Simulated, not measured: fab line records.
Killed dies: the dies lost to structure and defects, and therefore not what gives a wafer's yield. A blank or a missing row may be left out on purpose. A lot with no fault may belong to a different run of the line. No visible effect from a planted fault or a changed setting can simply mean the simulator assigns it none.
A lot that was struck, set against a sound lot / flow rit cmos / 18 out of 202 route steps
Sound: wafers L364.1, L364.2, L364.5. Wafers L374.1, L374.2, L374.5 were the ones struck. The cause comes at the end.
For every step that has rows: the tool of each side, followed by ch and its chambers, followed by its first start. Under that, the readings that differ: sound wafers / struck wafers / difference of the means / sigmas: that difference in standard deviations of wafers without a fault.
alike: words and numbers the same on both sides, and readings whose means are apart by under 2 such deviations; not compared: readings that were withheld, readings missing a value for some wafer, numbers with overlapping values and no deviation given by the record, and bounds like >300 which may hide the same value.
Wherever a step has rows on one side only, a row that says differs or no value, or a row with sigmas, the two part there. Numbers that have no deviation but don't overlap get no sigmas and don't part them. A reading missing from all wafers of one side parts the sides only when that side holds two or more wafers.

first, 2 steps without rows for these wafers: RIT_PLDD_HARDBAKE_07 (time 60 s); RIT_PLDD_IMPLANT_08.
RIT_PLDD_STRIP_09: strips in O2, time 180 s.
  sound on plasma asher-03 ch 0,1, day 4 03:19; struck on plasma asher-03 ch 0,1, day 6 06:26
  alike: drypump motor current A
  not compared: rf hours counter h
RIT_PLDD_TW_MEAS_10:
  sound on film metro-02 at day 4 03:29; struck on film metro-03 at day 6 06:36
  alike: PLDD_TW
then, 4 steps without rows for these wafers: RIT_SPACER_CLEAN_00 (cleans in SC1, time 600 s); RIT_SPACER_CLEAN_01 (cleans in dHF, time 30 s); RIT_SPACER_CLEAN_02 (cleans in SC2, time 600 s); RIT_SPACER_CVD_03 (deposits Si3N4 from SiH2Cl2/NH3, target thk 250 nm, time 3300 s).
RIT_SPACER_THK_MEAS_04:
  sound on film metro-01 at day 4 05:51; struck on film metro-01 at day 6 08:59
  alike: SPACER_NITRIDE_THK
RIT_SPACER_ETCHBACK_05: etches Si3N4 in SF6/CHF3, stops on SiO2, target depth 250 nm, time 240 s.
  sound on rie diel-03 ch 0,3, day 4 05:55; struck on rie diel-03 ch 0,2, day 6 09:02
reading=throttle valve pct (%); sound=10.26 10.45 10.43; struck=9.97 10.26 9.97; difference=-0.31; sigmas=-2
  alike: drypump motor current A, oes product au
  not compared: rf hours counter h
then, 2 steps without rows for these wafers: RIT_NSD_HMDS_00 (prime time 60 s); RIT_NSD_COAT_01 (resist thk 1000 nm).
RIT_NSD_SOFTBAKE_02: time 60 s.
  sound on litho track-01 ch 0, day 4 06:22; struck on litho track-03 ch 0, day 6 09:29
reading=heater power total W (W); sound=34.60 34.49 34.60; struck=32.59 32.65 32.56; difference=-1.96; sigmas=-40
reading=plate temp C (C); sound=89.99 89.93 89.86; struck=86.30 86.21 86.26; difference=-3.67; sigmas=-28
then, 2 steps without rows for these wafers: RIT_NSD_EXPOSE_03 (exposes mask M9, target cd 40700 nm); RIT_NSD_PEB_04.
RIT_NSD_DEVELOP_05: develop time 50 s.
  sound: litho track-01 ch 0; struck: litho track-01 ch 0
reading=model.NOVOLAK_of_NSD_COAT_01.thk nm (nm); sound=1001 999.2 1000; struck=1010 1006 1012; difference=+9; sigmas=
RIT_NSD_OVL_MEAS_06:
  sound on overlay-02 at day 4 07:02; struck on overlay-02 at day 6 10:02
  alike: NSD_OVL
RIT_M1_PROBE_99:
  sound on prober-02 at day 4 17:11; struck on prober-02 at day 6 19:57
  alike: killed at front end, killed dies, killed open, killed short

== WHERE THEY PART ==
Earliest at RIT_SPACER_ETCHBACK_05; latest, in this record, at RIT_NSD_SOFTBAKE_02. Later steps at which nothing parts them and some readings are alike: RIT_NSD_OVL_MEAS_06, RIT_M1_PROBE_99.

WHY: what the simulator had put in
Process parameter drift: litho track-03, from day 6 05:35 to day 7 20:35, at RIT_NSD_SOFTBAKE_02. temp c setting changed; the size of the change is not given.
